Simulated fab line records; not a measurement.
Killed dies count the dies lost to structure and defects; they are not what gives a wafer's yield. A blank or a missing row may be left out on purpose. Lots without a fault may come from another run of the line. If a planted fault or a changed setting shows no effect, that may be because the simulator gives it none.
Which of the tools did it?	flow rit_cmos	12 lots with 36 wafers sampled at 2 steps, on a route of 202 steps

== WHAT THE GAUGES READ, wafer by wafer ==
No reading from a measuring or inspecting step in the record can be judged against a usual standard deviation.

== TOOL THAT RAN EACH LOT (tool first, then ch and the chambers of the sampled wafers, then the start) ==
lot	RIT_M1_DEVELOP_08	RIT_M1_PROBE_99
L107	litho_track-04 ch 0, day 3 07:00	prober-01, day 3 11:11
L108	litho_track-04 ch 0, day 3 15:00	-
L109	litho_track-03 ch 0, day 3 18:00	prober-01, day 3 21:44
L110	litho_track-02 ch 0, day 3 21:00	-
L111	litho_track-04 ch 0, day 4 02:00	-
L112	litho_track-04 ch 0, day 4 07:00	-
L113	litho_track-03 ch 0, day 4 14:00	-
L124	litho_track-03 ch 0, day 6 19:00	prober-02, day 6 22:38
L125	litho_track-03 ch 0, day 6 23:00	-
L127	litho_track-04 ch 0, day 7 09:00	prober-01, day 7 12:34
L128	litho_track-02 ch 0, day 7 15:00	-
L129	litho_track-04 ch 0, day 7 19:00	prober-01, day 7 22:34
- RIT_M1_DEVELOP_08: develop time 68 s.
- RIT_M1_PROBE_99

== AS READ BY THE TOOLS THEMSELVES (means over the sampled wafers that have a number; for cases with no such wafer, the mark the record gives instead) ==
RIT_M1_DEVELOP_08. Usual: developer_temp_C at 23.00 C, with a standard deviation of 0.12.
lot	tool	developer_temp_C (C)	flag
L107	litho_track-04	22.95	
L108	litho_track-04	22.90	
L109	litho_track-03	23.08	
L110	litho_track-02	23.14	
L111	litho_track-04	23.04	
L112	litho_track-04	23.08	
L113	litho_track-03	22.98	
L124	litho_track-03	25.25	OFF
L125	litho_track-03	25.35	OFF
L127	litho_track-04	23.03	
L128	litho_track-02	23.06	
L129	litho_track-04	23.14	

RIT_M1_PROBE_99. Usual: defect_limited_yield 97.4 %, standard deviation 1.1; killed_at_M0_to_M3 0.0, standard deviation 0.14; killed_at_contacts 0.0, standard deviation 0.22; killed_at_front_end 6.9, standard deviation 3; killed_dies 6.9, standard deviation 3; killed_open 3.5, standard deviation 2; killed_short 3.4, standard deviation 2.1; sort_bin_3_pad_short 0.1 %, standard deviation 0.23; sort_bin_5_function 1.5 %, standard deviation 0.85; sort_bin_6_memory 1.0 %, standard deviation 0.59; sort_n_pass 257.1, standard deviation 3; sort_yield_pct 97.4 %, standard deviation 1.1.
lot	tool	defect_limited_yield (%)	killed_at_M0_to_M3	killed_at_contacts	killed_at_front_end	killed_dies	killed_open	killed_short	sort_bin_3_pad_short (%)	sort_bin_5_function (%)	sort_bin_6_memory (%)	sort_n_pass	sort_yield_pct (%)	flag
L107	prober-01	97.2	0.3	0.0	7.0	7.3	4.0	3.3	0.3	2.3	0.3	256.7	97.2	
L109	prober-01	97.0	0.0	0.3	7.7	8.0	3.0	5.0	0.1	2.2	0.8	256.0	97.0	
L124	prober-02	96.8	0.0	0.0	8.3	8.3	2.0	6.3	0.1	2.2	0.9	255.7	96.8	
L127	prober-01	97.6	0.0	0.0	6.3	6.3	2.7	3.7	0.1	0.9	1.4	257.7	97.6	
L129	prober-01	97.8	0.0	0.0	5.7	5.7	1.0	4.7	0.0	1.8	0.4	258.3	97.8	

== THE ANSWER, worked out from the rows above alone ==
Rule: a lot counts as off when the mean over its wafers that have a number is more than 3 standard deviations away from the usual mean. Also off: a lot with no number at a reading for which 4 or more lots have one. Any other lot the step has rows for is counted as sound. First the gauges in route order, then the tools' own readings, where a lot's mean is used as printed above. At the first step where some lot is off, the reading lying furthest off is the one used; lots without a number count as furthest.
Off, at RIT_M1_DEVELOP_08 on developer_temp_C: L124, L125.
A tool fits if, at that step or a process step before it, it ran every lot that is off, and no sound lot after the first of them. One candidate fits, namely litho_track-03 at RIT_M1_DEVELOP_08. A fault onset in the window from L113 (day 4 14:00, its last sound lot) to L124 (day 6 19:00, its first lot off) fits.
On the lots that are off, the tool's own readings at RIT_M1_DEVELOP_08 differ by more than 5 times the standard deviation of the sound lots' means, which bears it out; developer_temp_C reads 25.30 C there versus 23.04 C on the sound lots.

== WHAT HAD BEEN PUT IN BY THE SIMULATOR ==
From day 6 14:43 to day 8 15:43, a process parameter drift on litho_track-03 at RIT_M1_DEVELOP_08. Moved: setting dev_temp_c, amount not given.
Lots struck among those shown: L124, L125. The rule given above showed the same thing.
